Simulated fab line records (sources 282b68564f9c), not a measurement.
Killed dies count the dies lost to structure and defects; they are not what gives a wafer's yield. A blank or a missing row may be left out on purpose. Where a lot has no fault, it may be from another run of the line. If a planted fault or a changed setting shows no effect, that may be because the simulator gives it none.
Problem report in the 8D (eight disciplines) form, filled by code ; flow rit cmos ; the parts of the form that need people (team, actions taken, sign-off) are left out

1. PROBLEM STATEMENT
Mean NWELL_TW at RIT_NWELL_TW_MEAS_10: 2258 over 9 wafers in 3 lots; fault-free wafers: 2162, standard deviation 11. Measured from the usual mean, that is +8.8 standard deviations.
First seen on wafer L849.1, day 5 05:07, on film metro-02. The record holds 45 wafers of 15 lots with a number at this step. Rule for "out", or "out of limits": more than 4 standard deviations from the usual mean. The other wafers with a number count as sound.

2. WHAT THIS IS AND IS NOT
question;is;is not
which readings at this step;NWELL_TW;-
which lots;L849, L850, L853;L833, L834, L835, L836, L837, L838, L840, L841, L842, L843, L844, L846
which wafers of those lots;all that have a number;-
read on which gauges;film metro-01, film metro-02;film metro-03
when;from day 5 05:07;up to then (36 sound wafers)

3. THE SUSPECTS, EACH WITH WHAT RULES IT OUT
Counting: any tool at a process step up to the reading is kept as a suspect provided that every lot that is out went through it and no sound lot did after the first of them.
- the gauge at RIT_NWELL_TW_MEAS_10 has been ruled out. The wafers that are out were read on 2 gauges (film metro-01, film metro-02).
- implanter-03 at RIT_NWELL_IMPLANT_08: kept. All lots that are out passed through it, beginning with L849 at day 5 04:47, and no sound lot followed; its final sound lot before that point was L846 at day 4 14:09. Out on those wafers are its own readings of beam energy keV.
After counting, what remains is implanter-03 at RIT_NWELL_IMPLANT_08.

4. THE CAUSE (what the simulator had put in)
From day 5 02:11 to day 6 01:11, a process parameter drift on implanter-03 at RIT_NWELL_IMPLANT_08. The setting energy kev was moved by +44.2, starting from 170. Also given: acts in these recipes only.
After counting, this tool was the only one left.

5. THE EFFECT CHAIN, in route order
Each row: a reading whose mean over the struck wafers that have a number lies more than 3 standard deviations from the usual. Scope: only readings with a usual standard deviation given in the record; hours: median across lots of the time from each lot's start at the first step in this table that gives one to its start at this step; sigmas: change in usual standard deviations.
hours;step;reading;usual;on struck wafers;change;sigmas
0;RIT_NWELL_IMPLANT_08;beam energy keV;170.00;214.17;+44.17;+99 or more
0;RIT_NWELL_TW_MEAS_10;NWELL_TW;2162;2258;+96;+8.8
7;RIT_WELLDRIVE_RS_MEAS_01;NWELL_RS;275.5 ohm/sq;273.1;-2.4;-3.0
Here are the process steps it includes:
- RIT_NWELL_IMPLANT_08

6. HOW IT WOULD HAVE BEEN CAUGHT EARLIER
3 hours passed between the start of the fault at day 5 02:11 and the first reading out of limits at a measuring or inspecting step in this record, taken at day 5 05:07.
The tool's own readings at RIT_NWELL_IMPLANT_08 were out on every struck wafer that the step has a row for (beam energy keV): an alarm limit on them would have fired on the first of those.
Among the 3 lots that are out, L850, L853 began RIT_NWELL_IMPLANT_08 on implanter-03 after day 5 05:07. A hold on the tool at that time would have spared those 2.
